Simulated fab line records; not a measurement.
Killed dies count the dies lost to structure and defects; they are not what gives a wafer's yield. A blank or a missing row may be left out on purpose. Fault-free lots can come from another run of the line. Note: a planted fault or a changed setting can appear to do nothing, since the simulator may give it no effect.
A lot that was struck, set against a sound lot + flow rit_cmos + 43 out of 202 route steps
Sound: wafers L627.3, L627.4, L627.6. Struck: wafers L633.1, L633.6. (L633.3 of the same lot was not struck and is left out.) The cause comes at the end.
Order at every step that has rows: each side's tool, ch and its chambers, its first start. Under that, the readings that differ: sound wafers + struck wafers + difference of the means + sigmas: that difference in standard deviations of wafers without a fault.
alike: readings whose means differ by less than 2 such deviations, and words and numbers that are the same on both sides. not compared: withheld readings, readings that some wafer has no value for, bounds like >300 that may hide the same value, and numbers for which the record gives no deviation and whose values overlap.
The two part at a step that has a row with sigmas, a row that says differs or no value, or rows on one side only. Non-overlapping numbers with no deviation appear without sigmas and do not part them. Lack of a reading on every wafer of one side parts them only where that side has two or more wafers.

RIT_GATE_THK_MEAS_07:
  sound on film_metro-02, day 4 02:21; struck on film_metro-03, day 5 03:27
  alike: GATE_OXIDE_THK
then, 1 step without rows for these wafers: RIT_GATE_CVD_08 (deposits poly-Si from SiH4, target thk 250 nm, time 2220 s).
RIT_GATE_THK_MEAS_09:
  sound on film_metro-02, day 4 04:01; struck on film_metro-02, day 5 05:10
  alike: GATE_POLY_THK
then, 6 steps without rows for these wafers: RIT_GATE_HMDS_10 (prime time 60 s); RIT_GATE_COAT_11 (resist thk 850 nm); RIT_GATE_SOFTBAKE_12 (time 60 s); RIT_GATE_EXPOSE_13 (exposes mask M6, target cd 150 nm); RIT_GATE_PEB_14; RIT_GATE_DEVELOP_15 (develop time 50 s).
RIT_GATE_CD_MEAS_16: the cd target is 150 nm.
  sound on cd_sem-01, day 4 04:57; struck on cd_sem-01, day 5 06:12
  alike: cd_nm
RIT_GATE_OVL_MEAS_17:
  sound on overlay-01, day 4 05:02; struck on overlay-01, day 5 06:19
| reading       | sound         | struck  | difference | sigmas |
|---------------|---------------|---------|------------|--------|
| GATE_OVL (nm) | -0.7 0.1 -1.3 | 4.5 0.8 | +3.3       | +2     |
then, 1 step without rows for these wafers: RIT_GATE_HARDBAKE_18 (time 60 s).
RIT_GATE_ETCH_19: etches poly-Si in SF6/CHF3/O2, stops on SiO2, time 165 s, target depth 312.5 nm.
  sound on rie_si-02 ch 1,2, day 4 05:13; struck on rie_si-02 ch 3, day 5 06:31
  alike: drypump_motor_current_A, oes_product_au, rf_fwd_power_W, throttle_valve_pct
  not compared: rf_hours_counter_h
RIT_GATE_STRIP_20: strips in O2, time 180 s.
  sound on plasma_asher-02 ch 0,1, day 4 05:23; struck on plasma_asher-02 ch 1, day 5 06:37
  alike: drypump_motor_current_A
  not compared: rf_hours_counter_h
RIT_GATE_CD_MEAS_90: the cd target is 150 nm.
  sound on cd_sem-01, day 4 05:32; struck on cd_sem-02, day 5 06:47
  alike: cd_nm
then, 4 steps without rows for these wafers: RIT_REOX_CLEAN_00 (cleans in SC1, time 600 s); RIT_REOX_CLEAN_01 (cleans in dHF, time 30 s); RIT_REOX_CLEAN_02 (cleans in SC2, time 600 s); RIT_REOX_OXIDATION_03 (target thk 25.2 nm, ox time 5580 s).
RIT_REOX_THK_MEAS_04:
  sound on film_metro-01, day 4 08:42; struck on film_metro-04, day 5 12:30
  alike: REOX_OXIDE_THK
then, 6 steps without rows for these wafers: RIT_NLDD_HMDS_00 (prime time 60 s); RIT_NLDD_COAT_01 (resist thk 1000 nm); RIT_NLDD_SOFTBAKE_02 (time 60 s); RIT_NLDD_EXPOSE_03 (exposes mask M7, target cd 40700 nm); RIT_NLDD_PEB_04; RIT_NLDD_DEVELOP_05 (develop time 51.21 s).
RIT_NLDD_OVL_MEAS_06:
  sound on overlay-02, day 4 09:44; struck on overlay-02, day 5 13:39
  alike: NLDD_OVL
then, 2 steps without rows for these wafers: RIT_NLDD_HARDBAKE_07 (time 60 s); RIT_NLDD_IMPLANT_08.
RIT_NLDD_STRIP_09: strips in O2, time 180 s.
  sound on plasma_asher-01 ch 0,1, day 4 10:07; struck on plasma_asher-03 ch 0,1, day 5 13:59
  alike: drypump_motor_current_A
  not compared: rf_hours_counter_h
RIT_NLDD_TW_MEAS_10:
  sound on film_metro-04, day 4 10:14; struck on film_metro-03, day 5 14:10
  alike: NLDD_TW
then, 6 steps without rows for these wafers: RIT_PLDD_HMDS_00 (prime time 60 s); RIT_PLDD_COAT_01 (resist thk 1000 nm); RIT_PLDD_SOFTBAKE_02 (time 60 s); RIT_PLDD_EXPOSE_03 (exposes mask M8, target cd 40900 nm); RIT_PLDD_PEB_04; RIT_PLDD_DEVELOP_05 (develop time 50 s).
RIT_PLDD_OVL_MEAS_06:
  sound on overlay-02, day 4 11:09; struck on overlay-02, day 5 15:11
  alike: PLDD_OVL
then, 2 steps without rows for these wafers: RIT_PLDD_HARDBAKE_07 (time 60 s); RIT_PLDD_IMPLANT_08.
RIT_PLDD_STRIP_09: strips in O2, time 180 s.
  sound on plasma_asher-02 ch 0,1, day 4 11:32; struck on plasma_asher-03 ch 0,1, day 5 15:31
  alike: drypump_motor_current_A
  not compared: rf_hours_counter_h
RIT_PLDD_TW_MEAS_10:
  sound on film_metro-04, day 4 11:40; struck on film_metro-01, day 5 15:41
  alike: PLDD_TW
RIT_M1_PROBE_99:
  sound on prober-01, day 5 02:37; struck on prober-01, day 6 06:08
| reading             | sound  | struck                                            | difference                   | sigmas |
|---------------------|--------|---------------------------------------------------|------------------------------|--------|
| hold                | - - -  | await_dispo/1.1h/release await_dispo/1.1h/release | no value on the sound wafers |        |
| killed_at_front_end | 6 12 6 | 22 23                                             | +14                          | +5     |
| killed_dies         | 6 12 6 | 22 23                                             | +14                          | +5     |
| killed_on_rim       | 0 1 2  | 12 10                                             | +10                          | +7     |
  alike: killed_at_M0_to_M3, killed_open, killed_short

== WHERE THEY PART ==
Last at RIT_M1_PROBE_99 as far as this record goes, first at RIT_GATE_OVL_MEAS_17.

WHY: what had been put in by the simulator
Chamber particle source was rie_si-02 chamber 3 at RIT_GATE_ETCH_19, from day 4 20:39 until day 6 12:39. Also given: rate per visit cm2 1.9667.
